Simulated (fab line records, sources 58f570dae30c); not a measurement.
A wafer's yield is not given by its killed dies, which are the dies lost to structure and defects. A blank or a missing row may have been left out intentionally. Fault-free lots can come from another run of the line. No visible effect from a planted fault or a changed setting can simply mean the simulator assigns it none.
Comparing a struck lot with a sound one :: flow berkeley cmos170 :: 19 steps out of a route of 331
Sound: the wafers L846.2, L846.3, L846.4. Wafers struck: L858.1, L858.4, L858.5. The cause is given at the end.
Per side, at each step with rows, come the tool, then ch with its chambers, and then its first start. Under that, the readings that differ: sound wafers :: struck wafers :: difference of the means :: sigmas: that difference in standard deviations of wafers without a fault.
alike: words and numbers the same on both sides, and readings whose means are apart by under 2 such deviations; not compared: readings that were withheld, readings missing a value for some wafer, numbers with overlapping values and no deviation given by the record, and bounds like >300 which may hide the same value.
A row with sigmas, a row that says differs or no value, or rows on one side alone: a step with any of these is where the two part. When numbers do not overlap yet have no deviation, they are printed without sigmas and do not part them. A reading that every wafer of one side lacks parts them only if that side has two wafers or more.

UCB170_PVT_TW_MEAS_09:
  struck on film metro-01, day 8 09:36; sound on film metro-01, day 5 23:11
  alike: PVT_TW
then, 1 step without rows for these wafers: UCB170_GATE_WET_ETCH_00 (etches SiO2 in dHF, time 200 s).
UCB170_FIELD_THK_MEAS_91:
  struck on film metro-04, day 8 09:46; sound on film metro-03, day 6 00:32
  alike: FIELD_OXIDE_LEFT_2_THK
then, 1 step without rows for these wafers: UCB170_GATE_OXIDATION_01 (target thk 6.6 nm, ox time 1800 s).
UCB170_GATE_THK_MEAS_02:
  struck on film metro-02, day 8 11:49; sound on film metro-03, day 6 06:21
  alike: GATE_OXIDE_THK
then, 2 steps without rows for these wafers: UCB170_GATE_ANNEAL_03 (time 1800 s); UCB170_GATE_CVD_04 (deposits poly-Si from SiH4, time 1440 s, target thk 214 nm).
UCB170_GATE_THK_MEAS_05:
  struck on film metro-01, day 8 18:40; sound on film metro-01, day 6 14:42
  alike: GATE_POLY_THK
then, 4 steps without rows for these wafers: UCB170_GATE_COAT_06; UCB170_GATE_COAT_07 (resist thk 900 nm); UCB170_GATE_SOFTBAKE_08 (time 60 s); UCB170_GATE_EXPOSE_09 (exposes mask POLY, target cd 350 nm).
UCB170_GATE_PEB_10:
  sound on litho track-01 ch 0, day 6 16:44; struck on litho track-02 ch 0, day 8 19:35
reading: heater power total W (W)
sound: 57.09 57.04 57.13
struck: 52.09 52.10 52.14
difference: -4.98
sigmas: -99 or more

reading: plate temp C (C)
sound: 130.17 129.84 129.79
struck: 121.08 121.16 121.37
difference: -8.73
sigmas: -58
then, 1 step without rows for these wafers: UCB170_GATE_DEVELOP_11 (develop time 45 s).
UCB170_GATE_CD_MEAS_12 targets a cd of 350 nm.
  struck on cd sem-01, day 8 19:57; sound on cd sem-02, day 6 17:00
reading: cd nm (nm)
sound: 350.1 350.8 350.1
struck: 433.7 433.4 432.9
difference: +83.0
sigmas: +59
UCB170_GATE_OVL_MEAS_13:
  struck on overlay-02, day 8 20:04; sound on overlay-02, day 6 17:07
  alike: GATE_OVL
UCB170_GATE_ETCH_14: etches BARC in N2/H2.
  sound on rie diel-02 ch 1,2,3, day 6 17:08; struck on rie diel-01 ch 0,1, day 8 20:07
  alike: chamber pressure mTorr, drypump motor current A, oes product au, throttle valve pct
UCB170_GATE_ETCH_15: etches poly-Si in HBr/Cl2, stops on SiO2, time 56.3 s, target depth 278.2 nm.
  sound on rie si-01 ch 0,3, day 6 17:11; struck on rie si-01 ch 0,1, day 8 20:09
reading: model.GATE.cd nm (nm)
sound: 351.5 349.5 349.9
struck: 432 432 431.8
difference: +82
sigmas: 
  alike: chamber pressure mTorr, drypump motor current A, oes product au, throttle valve pct
  not compared: rf hours counter h
UCB170_GATE_STRIP_16: strips in O2.
  sound on plasma asher-03 ch 0,1, day 6 17:14; struck on plasma asher-04 ch 0,1, day 8 20:12
  alike: chamber pressure mTorr, drypump motor current A, oes product au
  not compared: rf hours counter h

## WHERE THEY PART
Earliest at UCB170_GATE_PEB_10; latest, in this record, at UCB170_GATE_CD_MEAS_12. Later steps at which nothing parts them and some readings are alike: UCB170_GATE_OVL_MEAS_13, UCB170_GATE_ETCH_14, UCB170_GATE_ETCH_15, UCB170_GATE_STRIP_16.

WHY: what had been put in by the simulator
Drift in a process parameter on litho track-02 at UCB170_GATE_PEB_10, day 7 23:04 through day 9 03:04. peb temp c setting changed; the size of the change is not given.
